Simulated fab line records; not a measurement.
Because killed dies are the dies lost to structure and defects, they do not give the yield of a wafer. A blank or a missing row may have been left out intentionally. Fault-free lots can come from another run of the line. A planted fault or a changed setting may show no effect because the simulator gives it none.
fab line records + flow berkeleyCmos170
record
- lots=6
- wafers=18
- lastDay=13
route steps=331 shown NLDD@161 SPACER@171
lots that met no fault: from a run of the same line without faults
startH: hours from the record's opening day to when the first of the lot's shown wafers began + waitH: hours since the lot's step before + " repeats the value in the row above + L1.1+2: a single row standing in for several wafers + - no value present, or no start provided + * or withheld: withheld + < > ~ a bound
route shown NAME@n: a module of which the file shows steps, and the number in the route of the first + usual: mean/standard deviation taken from wafers without a fault + same: alike in all rows + chamber/n: place in a boat + sites: the reading at each site + _std_site: the values' standard deviation + _edge_site: outer sites' mean less inner sites' + radiusMm: how far each site lies from the wafer's centre + mask NAME#n: copy n + behind: the tool/chamber that last shaped the wafer + hold: what put the lot on hold/how long, in hours/how the hold closed + device: whichever transistor did not switch (one of n, p or np) + end of line: the same wafers' tests at the end of the route + step lacking rows: just its recipe + killed: not the wafer's yield, but the dies lost to structure and defects at the first sort + map: a wafer's dies, marking killed ones x, the rest . and places with no die _
set.NAME: the setting the step ran with; set.NAME@STEP: the setting that earlier step ran with + model.NAME: the simulator's own value behind a step, which no gauge read
certain route steps with their lots: each step a table, each wafer a row
services: a tool's chamber out of use, with start hour (startH, from the record's first day; less than 0 if before it), hours out, and reason
## steps
# step UCB170_NLDD_EXPOSE_03
# recipe
- maskId=NSELECT
- na=0.5
- sigmaOuter=0.6
- sourceShape=conventional
- targetCdNm=1200
- doseMj=30
# step UCB170_NLDD_PEB_04
# recipe
- pebTempC=130
- pebTimeS=withheld
- resist=KrF
# step UCB170_NLDD_DEVELOP_05
# recipe
- developer=TMAH
- developTimeS=45
- resist=KrF
- devTempC=21
# step UCB170_NLDD_CD_MEAS_06
# recipe
- targetCdNm=1200
# usual
- cdNm=1200.3/1.2
| lot.wafer | tool     | chamber | startH | waitH | cdNm   |
|-----------|----------|---------|--------|-------|--------|
| L260.3    | cdSem-02 | -       | 185.64 | -     | 1200.6 |
| L260.4    | "        | -       | "      | "     | 1199.6 |
| L260.6    | "        | -       | "      | "     | 1199.7 |
| L261.2    | cdSem-01 | -       | 185.79 | -     | 1197.4 |
| L261.3    | "        | -       | "      | "     | 1196.4 |
| L261.5    | "        | -       | "      | "     | 1197.7 |
| L264.2    | cdSem-02 | -       | 203.83 | -     | 1200.3 |
| L264.4    | "        | -       | "      | "     | 1200.9 |
| L264.6    | "        | -       | "      | "     | 1199.6 |
| L272.1    | cdSem-02 | -       | 255.15 | -     | 1202.2 |
| L272.3    | "        | -       | "      | "     | 1202.4 |
| L272.6    | "        | -       | "      | "     | 1202.5 |
| L277.2    | cdSem-01 | -       | 272.02 | -     | 1201.6 |
| L277.4    | "        | -       | "      | "     | 1201.3 |
| L277.5    | "        | -       | "      | "     | 1200.7 |
| L279.2    | cdSem-01 | -       | 272.51 | -     | 1200.5 |
| L279.3    | "        | -       | "      | "     | 1200.7 |
| L279.4    | "        | -       | "      | "     | 1201.5 |
# step UCB170_NLDD_OVL_MEAS_07
# usual
- NLDD_OVL=0/5.9
| lot.wafer | tool       | chamber | startH | waitH | NLDD_OVL[nm] |
|-----------|------------|---------|--------|-------|--------------|
| L260.3    | overlay-02 | -       | 185.73 | 0.1   | 5            |
| L260.4    | "          | -       | "      | "     | 8            |
| L260.6    | "          | -       | "      | "     | 3            |
| L261.2    | overlay-01 | -       | 185.90 | 0.1   | -1           |
| L261.3    | "          | -       | "      | "     | -1           |
| L261.5    | "          | -       | "      | "     | 3            |
| L264.2    | overlay-01 | -       | 203.94 | 0.1   | 7            |
| L264.4    | "          | -       | "      | "     | 3            |
| L264.6    | "          | -       | "      | "     | 1            |
| L272.1    | overlay-02 | -       | 255.27 | 0.1   | -2           |
| L272.3    | "          | -       | "      | "     | 4            |
| L272.6    | "          | -       | "      | "     | -1           |
| L277.2    | overlay-02 | -       | 272.12 | 0.1   | -3           |
| L277.4    | "          | -       | "      | "     | 2            |
| L277.5    | "          | -       | "      | "     | 0            |
| L279.2    | overlay-01 | -       | 272.61 | 0.1   | -8           |
| L279.3    | "          | -       | "      | "     | -7           |
| L279.4    | "          | -       | "      | "     | -1           |
# step UCB170_NLDD_IMPLANT_08
# recipe
- species=As
- doseCm2=5e+13
- energyKev=30
- tiltDeg=7
- rotationDeg=0
# step UCB170_NLDD_IMPLANT_09
# recipe
- species=As
- doseCm2=5e+13
- energyKev=30
- tiltDeg=7
- rotationDeg=180
# step UCB170_NLDD_STRIP_10
# recipe
- chemistry=O2
- powerW=400
- pressureMtorr=3500
- platenTempC=withheld
- o2FlowSccm=400
- overashFraction=0.5
# usual
- drypumpMotorCurrentA=5.5/0.43
- oesProductAu=0.735/0.0043
- stripTimeToEndpointS=21.67/0.063
# same
- overashFraction=0.5
| lot.wafer | tool           | chamber | startH | waitH | drypumpMotorCurrentA | oesProductAu | rfHoursCounterH | stripTimeToEndpointS |
|-----------|----------------|---------|--------|-------|----------------------|--------------|-----------------|----------------------|
| L260.3    | plasmaAsher-04 | 0       | 186.09 | 0.1   | 6.1                  | 0.734        | -               | 21.68                |
| L260.4    | "              | 1       | "      | "     | 5.3                  | 0.732        | -               | 21.66                |
| L260.6    | "              | 1       | "      | "     | 5.3                  | 0.739        | -               | 21.58                |
| L261.2    | plasmaAsher-03 | 0       | 186.23 | 0.1   | 5.1                  | 0.730        | 45              | 21.72                |
| L261.3    | "              | 0       | "      | "     | 5.1                  | 0.744        | -               | 21.80                |
| L261.5    | "              | 1       | "      | "     | 5.8                  | 0.736        | -               | 21.73                |
| L264.2    | plasmaAsher-04 | 0       | 204.27 | 0.1   | 6.1                  | 0.729        | 47              | 21.58                |
| L264.4    | "              | 0       | "      | "     | 6.1                  | 0.730        | -               | 21.53                |
| L264.6    | "              | 1       | "      | "     | 5.3                  | 0.736        | -               | 21.57                |
| L272.1    | plasmaAsher-03 | 0       | 255.60 | 0.1   | 5.1                  | 0.733        | 53              | 21.68                |
| L272.3    | "              | 0       | "      | "     | 5.1                  | 0.731        | -               | 21.61                |
| L272.6    | "              | 0       | "      | "     | 5.1                  | 0.738        | -               | 21.63                |
| L277.2    | plasmaAsher-03 | 0       | 272.45 | 0.1   | 5.1                  | 0.740        | 55              | 21.61                |
| L277.4    | "              | 0       | "      | "     | 5.1                  | 0.730        | -               | 21.73                |
| L277.5    | "              | 0       | "      | "     | 5.1                  | 0.738        | -               | 21.63                |
| L279.2    | plasmaAsher-03 | 1       | 272.94 | 0.1   | 5.8                  | 0.737        | 55              | 21.68                |
| L279.3    | "              | 1       | "      | "     | 5.8                  | 0.728        | -               | 21.63                |
| L279.4    | "              | 0       | "      | "     | 5.1                  | 0.743        | -               | 21.62                |
# step UCB170_NLDD_TW_MEAS_11
# usual
- NLDD_TW=2222/27
| lot.wafer | tool         | chamber | startH | waitH | NLDD_TW |
|-----------|--------------|---------|--------|-------|---------|
| L260.3    | filmMetro-01 | -       | 186.17 | 0.1   | 2191    |
| L260.4    | "            | -       | "      | "     | 2189    |
| L260.6    | "            | -       | "      | "     | 2190    |
| L261.2    | filmMetro-03 | -       | 186.34 | 0.1   | 2208    |
| L261.3    | "            | -       | "      | "     | 2207    |
| L261.5    | "            | -       | "      | "     | 2220    |
| L264.2    | filmMetro-04 | -       | 204.38 | 0.1   | 2230    |
| L264.4    | "            | -       | "      | "     | 2247    |
| L264.6    | "            | -       | "      | "     | 2236    |
| L272.1    | filmMetro-03 | -       | 255.70 | 0.1   | 2203    |
| L272.3    | "            | -       | "      | "     | 2194    |
| L272.6    | "            | -       | "      | "     | 2188    |
| L277.2    | filmMetro-04 | -       | 272.56 | 0.1   | 2246    |
| L277.4    | "            | -       | "      | "     | 2256    |
| L277.5    | "            | -       | "      | "     | 2244    |
| L279.2    | filmMetro-01 | -       | 273.05 | 0.1   | 2193    |
| L279.3    | "            | -       | "      | "     | 2186    |
| L279.4    | "            | -       | "      | "     | 2192    |
# step UCB170_NLDD_CLEAN_12
# recipe
- chemistry=SPM
- tempC=120
- timeS=600
# step UCB170_SPACER_CVD_00
# recipe
- material=SiO2
- targetThkNm=376
- tempC=390
- precursor=TEOS/O2
- timeS=47
- rfW=550
- pressureMtorr=9000
# usual
- heaterPowerW=279/45
| lot.wafer | tool     | chamber | startH | waitH | heaterPowerW |
|-----------|----------|---------|--------|-------|--------------|
| L260.3    | pecvd-03 | 0       | 186.40 | 0.0   | 301          |
| L260.4    | "        | 1       | "      | "     | 323          |
| L260.6    | "        | 2       | "      | "     | 320          |
| L261.2    | pecvd-04 | 2       | 186.60 | 0.0   | 290          |
| L261.3    | "        | 1       | "      | "     | 342          |
| L261.5    | "        | 1       | "      | "     | 350          |
| L264.2    | pecvd-03 | 1       | 204.75 | 0.0   | 303          |
| L264.4    | "        | 2       | "      | "     | 322          |
| L264.6    | "        | 2       | "      | "     | 334          |
| L272.1    | pecvd-03 | 2       | 256.64 | 0.0   | 272          |
| L272.3    | "        | 1       | "      | "     | 247          |
| L272.6    | "        | 1       | "      | "     | 268          |
| L277.2    | pecvd-01 | 2       | 272.79 | 0.0   | 270          |
| L277.4    | "        | 0       | "      | "     | 312          |
| L277.5    | "        | 1       | "      | "     | 198          |
| L279.2    | pecvd-01 | 1       | 273.28 | 0.0   | 202          |
| L279.3    | "        | 2       | "      | "     | 248          |
| L279.4    | "        | 2       | "      | "     | 250          |
# step UCB170_SPACER_THK_MEAS_01
# recipe
- reads=SiO2_of_SPACER_CVD_00
# usual
- SPACER_TEOS_THK=374/5.1
| lot.wafer | tool         | chamber | startH | waitH | SPACER_TEOS_THK[nm] |
|-----------|--------------|---------|--------|-------|---------------------|
| L260.3    | filmMetro-01 | -       | 186.47 | 0.0   | 374                 |
| L260.4    | "            | -       | "      | "     | 372                 |
| L260.6    | "            | -       | "      | "     | 374                 |
| L261.2    | filmMetro-01 | -       | 186.65 | 0.0   | 367                 |
| L261.3    | "            | -       | "      | "     | 376                 |
| L261.5    | "            | -       | "      | "     | 377                 |
| L264.2    | filmMetro-02 | -       | 204.82 | 0.1   | 373                 |
| L264.4    | "            | -       | "      | "     | 384                 |
| L264.6    | "            | -       | "      | "     | 381                 |
| L272.1    | filmMetro-01 | -       | 256.68 | 0.0   | 370                 |
| L272.3    | "            | -       | "      | "     | 365                 |
| L272.6    | "            | -       | "      | "     | 373                 |
| L277.2    | filmMetro-02 | -       | 272.84 | 0.0   | 369                 |
| L277.4    | "            | -       | "      | "     | 376                 |
| L277.5    | "            | -       | "      | "     | 376                 |
| L279.2    | filmMetro-01 | -       | 273.33 | 0.0   | 371                 |
| L279.3    | "            | -       | "      | "     | 372                 |
| L279.4    | "            | -       | "      | "     | 378                 |
# step UCB170_SPACER_ANNEAL_02
# recipe
- tempC=900
- timeS=1800
- ambient=N2
# usual
- spikeTcCentreC=902.4/1.3
- spikeTcLoadC=923.3/2.5
| lot.wafer | tool       | chamber | startH | waitH | spikeTcCentreC | spikeTcLoadC |
|-----------|------------|---------|--------|-------|----------------|--------------|
| L260.3    | furnace-01 | -       | 193.62 | 7.1   | -              | -            |
| L260.4    | "          | -       | "      | "     | -              | -            |
| L260.6    | "          | -       | "      | "     | -              | -            |
| L261.2    | furnace-01 | -       | 193.62 | 7.0   | -              | -            |
| L261.3    | "          | -       | "      | "     | -              | -            |
| L261.5    | "          | -       | "      | "     | -              | -            |
| L264.2    | furnace-04 | 0       | 208.25 | 3.4   | 902.5          | 923.2        |
| L264.4    | "          | 0       | "      | "     | 902.8          | 923.6        |
| L264.6    | "          | 0       | "      | "     | 901.6          | 922.0        |
| L272.1    | furnace-01 | 0       | 258.92 | 2.2   | 899.6          | 927.3        |
| L272.3    | "          | 0       | "      | "     | 902.5          | 928.3        |
| L272.6    | "          | 0       | "      | "     | 901.4          | 928.1        |
| L277.2    | furnace-02 | 0       | 277.16 | 4.3   | 904.2          | 923.0        |
| L277.4    | "          | 0       | "      | "     | 904.9          | 921.2        |
| L277.5    | "          | 0       | "      | "     | 904.4          | 923.5        |
| L279.2    | furnace-02 | 0       | 277.16 | 3.8   | 902.3          | 921.2        |
| L279.3    | "          | 0       | "      | "     | 903.9          | 920.1        |
| L279.4    | "          | 0       | "      | "     | 904.0          | 923.3        |
# step UCB170_SPACER_ETCHBACK_03
# recipe
- stopOn=Si
- target=SiO2
- chemistry=CHF3/CF4/Ar
- CHF3_flow_sccm=50
- cf4FlowSccm=10
- Ar_flow_sccm=120
- pressureMtorr=200
- rfW=500
- targetDepthA=3760
- timeS=100
# usual
- drypumpMotorCurrentA=6.0/0.45
- oesProductAu=0.898/0.014
- throttleValvePct=6.51/0.1
| lot.wafer | tool       | chamber | startH | waitH | drypumpMotorCurrentA | oesProductAu | rfHoursCounterH | throttleValvePct |
|-----------|------------|---------|--------|-------|----------------------|--------------|-----------------|------------------|
| L260.3    | rieDiel-02 | 0       | 195.12 | 0.0   | 6.0                  | 0.909        | 87              | 6.45             |
| L260.4    | "          | 1       | "      | "     | 6.5                  | 0.898        | 5               | 6.37             |
| L260.6    | "          | 2       | "      | "     | 6.2                  | 0.895        | -               | 6.54             |
| L261.2    | rieDiel-04 | 0       | 195.12 | 0.0   | 5.9                  | 0.888        | 63              | 6.65             |
| L261.3    | "          | 1       | "      | "     | 6.1                  | 0.904        | 99              | 6.35             |
| L261.5    | "          | 2       | "      | "     | 6.7                  | 0.906        | -               | 6.56             |
| L264.2    | rieDiel-02 | 3       | 209.75 | 0.0   | 6.3                  | 0.913        | 120             | 6.62             |
| L264.4    | "          | 1       | "      | "     | 6.5                  | 0.919        | 6               | 6.37             |
| L264.6    | "          | 0       | "      | "     | 6.1                  | 0.922        | -               | 6.46             |
| L272.1    | rieDiel-03 | 3       | 260.42 | 0.0   | 5.5                  | 0.883        | 7               | 6.45             |
| L272.3    | "          | 1       | "      | "     | 6.2                  | 0.876        | 79              | 6.54             |
| L272.6    | "          | 3       | "      | "     | 5.5                  | 0.888        | -               | 6.44             |
| L277.2    | rieDiel-03 | 1       | 278.66 | 0.0   | 6.1                  | 0.885        | 80              | 6.55             |
| L277.4    | "          | 0       | "      | "     | 5.1                  | 0.899        | 24              | 6.57             |
| L277.5    | "          | 1       | "      | "     | 6.2                  | 0.904        | -               | 6.53             |
| L279.2    | rieDiel-03 | 2       | 278.73 | 0.1   | 6.4                  | 0.871        | 1               | 6.46             |
| L279.3    | "          | 3       | "      | "     | 5.5                  | 0.884        | 7               | 6.45             |
| L279.4    | "          | 0       | "      | "     | 5.1                  | 0.898        | 24              | 6.56             |
## services
| tool       | chamber | startH | hours | kind          |
|------------|---------|--------|-------|---------------|
| pecvd-03   | -       | 178.85 | 6.0   | pm            |
| rieDiel-03 | 2       | 193.39 | 10.0  | repair        |
| pecvd-01   | -       | 201.22 | 2.8   | pm            |
| pecvd-03   | 0       | 201.50 | 3.8   | repair        |
| pecvd-04   | 1       | 205.18 | 3.7   | repair        |
| rieDiel-04 | 0       | 208.21 | 1.7   | repair        |
| rieDiel-04 | 3       | 215.41 | 19.6  | repair        |
| rieDiel-02 | 0       | 216.82 | 7.2   | repair        |
| pecvd-04   | 1       | 218.18 | 12.6  | repair        |
| furnace-01 | -       | 230.22 | 2.9   | pm            |
| rieDiel-03 | 1       | 230.57 | 5.6   | repair        |
| rieDiel-03 | 2       | 239.30 | -     | clean         |
| rieDiel-03 | 2       | 239.30 | 21.7  | scheduledDown |
| rieDiel-03 | 2       | 239.30 | 21.7  | ventCycle     |
| rieDiel-02 | 3       | 271.50 | 2.6   | repair        |
| rieDiel-02 | 2       | 271.63 | 9.4   | repair        |
| rieDiel-03 | -       | 273.06 | 0.5   | repair        |
## key
firstSign
- step=UCB170_SPACER_ANNEAL_02
- reading=toolRecord
- direction=missing
effect none on later readings
metAt UCB170_SPACER_ANNEAL_02
struckWafers L260.3,L260.4,L260.6,L261.2,L261.3,L261.5
laterRowsLeftOut L260.3,L260.4,L260.6,L261.2,L261.3,L261.5
sortLeftOut L260.3,L260.4,L260.6,L261.2,L261.3,L261.5
testerLeftOut L260,L261
fault
- kind=skippedStepWhole
- tool=furnace-01
- chamber=-
- onsetH=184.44
- steps=UCB170_SPACER_ANNEAL_02
- scope=struckLotsOnly
# testerLeftOut: of these lots the tester's yield and bins aren't shown, on N5 and GAA mostly nor the transistor test; their killed dies are dies lost to structure and defects alone, not to doping, threshold or leakage, so they don't give the yield
# sortLeftOut: the simulated sort isn't trusted on such a fault, so these wafers' sort isn't shown, and their yield isn't known
# laterRowsLeftOut: the simulator's readings of these wafers behind a module that went badly wrong aren't trusted and aren't shown, but for the sort
